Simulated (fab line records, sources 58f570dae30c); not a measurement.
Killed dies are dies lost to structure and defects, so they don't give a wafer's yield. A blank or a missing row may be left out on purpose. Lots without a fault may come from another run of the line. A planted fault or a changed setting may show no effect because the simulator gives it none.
Split-lot experiment | flow berkeley_cmos170 | 5 lots, 23 wafers read, on a route of 331 steps

THE SPLIT
At UCB170_GATE_COAT_07 (resist thk 900 nm), the setting spin_rpm was moved away from the recipe's 1500 rpm on 5 of the 23 wafers read, by +2.6% to +7.0%. The other wafers ran this setting at the recipe's value.

The reading is taken at the split's own step.

THE READING
KrF_of_GATE_COAT_07.thk_nm (the simulator's own value, which no gauge read), in nm, at UCB170_GATE_COAT_07 (resist thk 900 nm). The file gives no usual value for it. The 18 wafers here that ran the recipe average 902.5 nm, standard deviation 3 nm.

wafer  | tool, chamber at the split | spin_rpm as run, rpm | against the recipe | KrF_of_GATE_COAT_07.thk_nm, nm | against lot-mates on the recipe
L074.2 | litho_track-04, 0          | 1500                 | recipe             | 902.2                          | -
L074.3 | litho_track-04, 0          | 1539                 | +2.6%              | 888.5                          | -12.2
L074.4 | litho_track-04, 0          | 1539                 | +2.6%              | 888.9                          | -11.9
L074.5 | litho_track-04, 0          | 1500                 | recipe             | 899.3                          | -
L074.6 | litho_track-04, 0          | 1539                 | +2.6%              | 887.9                          | -12.9
L075.2 | litho_track-03, 0          | 1500                 | recipe             | 903                            | -
L075.3 | litho_track-03, 0          | 1500                 | recipe             | 903.7                          | -
L075.4 | litho_track-03, 0          | 1500                 | recipe             | 901.7                          | -
L075.5 | litho_track-03, 0          | 1500                 | recipe             | 899.7                          | -
L075.6 | litho_track-03, 0          | 1500                 | recipe             | 902.3                          | -
L077.3 | litho_track-04, 0          | 1500                 | recipe             | 897.3                          | -
L077.4 | litho_track-04, 0          | 1500                 | recipe             | 899.7                          | -
L077.5 | litho_track-04, 0          | 1500                 | recipe             | 895.6                          | -
L080.1 | litho_track-03, 0          | 1500                 | recipe             | 907                            | -
L080.2 | litho_track-03, 0          | 1500                 | recipe             | 905.8                          | -
L080.3 | litho_track-03, 0          | 1500                 | recipe             | 905.2                          | -
L080.5 | litho_track-03, 0          | 1500                 | recipe             | 905.2                          | -
L080.4 | litho_track-03, 0          | 1500                 | recipe             | 904.2                          | -
L082.1 | litho_track-04, 0          | 1500                 | recipe             | 904.1                          | -
L082.2 | litho_track-04, 0          | 1500                 | recipe             | 904.5                          | -
L082.3 | litho_track-04, 0          | 1500                 | recipe             | 904.5                          | -
L082.5 | litho_track-04, 0          | 1605                 | +7.0%              | 875.3                          | -29.1
L082.6 | litho_track-04, 0          | 1605                 | +7.0%              | 876.2                          | -28.2

THE FIT
A straight line over all 23 wafers: KrF_of_GATE_COAT_07.thk_nm changes by -4.03 nm for each +1% of spin_rpm; r = -0.94; the points scatter about the line by 3.1 nm.
The same after taking each lot's own level away (the mean of its wafers on the recipe; 23 wafers): -4.17 nm for each +1%; r = -0.99; scatter 1.3 nm.
On that fit, the largest move of spin_rpm shifts the reading by 29 nm.
The lots' own levels span 897.53 to 905.48 nm, that is 2.6 times the standard deviation above.
So the lot-to-lot level changes the slope little: the two slopes agree.
Check: with one of the wafers moved furthest among these (+7.0%) left out of the fit, the line predicts -29.6 nm for it against its lot-mates. It came out at -29.1 nm against them.

THE FILE'S OWN FIT
KrF_of_GATE_COAT_07.thk_nm changes by -4.17 nm for each +1% of spin_rpm, r = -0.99.
